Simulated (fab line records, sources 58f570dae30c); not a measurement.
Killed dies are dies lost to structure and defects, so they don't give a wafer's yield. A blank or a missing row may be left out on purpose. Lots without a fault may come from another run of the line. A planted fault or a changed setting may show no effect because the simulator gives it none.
One fault seen from 2 desks | flow berkeley_cmos170 | each desk has only its own numbers; what lay behind them comes last

THE TOOL OWNER'S DESK: implanter-02
The tool's own readings at UCB170_NLDD_IMPLANT_08: means of the sampled wafers that have a number, for each lot that ran on this tool. A lot is out of limits, marked OUT, if its mean lies more than 4 standard deviations from the usual mean; the brackets give that distance.
Columns: A = dose_ions_cm2 at UCB170_NLDD_IMPLANT_08, usual 5e+13; B = end_station_pressure_torr at UCB170_NLDD_IMPLANT_08, usual 5.08e-06 Torr; C = faraday_current_uA at UCB170_NLDD_IMPLANT_08, usual 158.6
lot  | first seen here | A                       | B        | C
L233 | day 7 07:46     | 5e+13                   | 4.96e-06 | 159.9
L239 | day 7 20:13     | 3e+13 (-99 or more) OUT | 5.03e-06 | 96.8 (-21) OUT
L243 | day 9 04:39     | 3e+13 (-99 or more) OUT | 4.82e-06 | 97.4 (-21) OUT
L253 | day 11 09:52    | 5e+13                   | 4.96e-06 | 159.4
This desk's finding: out of limits on L239, L243; first on L239, day 7 20:13 (dose_ions_cm2 at UCB170_NLDD_IMPLANT_08). In limits: L233, L253.

THE METROLOGY DESK
What the gauges read, lot by lot, whatever tool the lot ran on: means of the sampled wafers that have a number. A lot is out of limits, marked OUT, if its mean lies more than 4 standard deviations from the usual mean; the brackets give that distance.
Columns: A = NLDD_TW at UCB170_NLDD_TW_MEAS_11, usual 2208; B = NLDD_RS at UCB170_SDANNEAL_RS_MEAS_05, usual 616.2 ohm/sq
lot  | first seen here | A              | B
L232 | day 6 06:16     | 2213           | 614.8
L234 | day 7 07:54     | 2195           | 616.4
L233 | day 7 08:10     | 2210           | 616.8
L235 | day 7 08:26     | 2212           | 617.2
L239 | day 7 20:37     | 2071 (-12) OUT | 713.6 (+61) OUT
L243 | day 9 05:03     | 2066 (-13) OUT | 714.7 (+62) OUT
L245 | day 9 10:57     | 2201           | 617.3
L244 | day 9 11:11     | 2207           | 616.8
L248 | day 9 11:26     | 2201           | 615.5
L247 | day 9 14:10     | 2195           | 615.4
L249 | day 10 00:41    | 2226           | 616.9
L250 | day 10 10:23    | 2228           | 613.2
L255 | day 11 09:59    | 2210           | 616.0
L253 | day 11 10:15    | 2211           | 615.3
This desk's finding: out of limits on L239, L243; first on L239, day 7 20:37 (NLDD_TW at UCB170_NLDD_TW_MEAS_11). In limits: L232, L234, L233, L235, L245, L244, L248, L247, L249, L250, L255, L253.

PUT TOGETHER
The tool owner's desk could have raised an alarm at day 7 20:13, on L239, L243.
The metrology desk could have raised an alarm at day 7 20:37, on L239, L243.
Of the lots named, all ran UCB170_NLDD_IMPLANT_08 on implanter-02.

WHAT THE SIMULATOR HAD PUT IN
Process parameter drift: implanter-02, from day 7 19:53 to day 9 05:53, at UCB170_NLDD_IMPLANT_08. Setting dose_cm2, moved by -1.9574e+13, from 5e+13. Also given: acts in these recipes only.
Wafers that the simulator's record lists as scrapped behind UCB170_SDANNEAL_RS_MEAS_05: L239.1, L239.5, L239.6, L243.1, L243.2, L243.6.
Lots struck among those shown: L239, L243.
Hours from the fault's start to each desk's first reading out of limits: the tool owner's desk, 0; the metrology desk, 1.
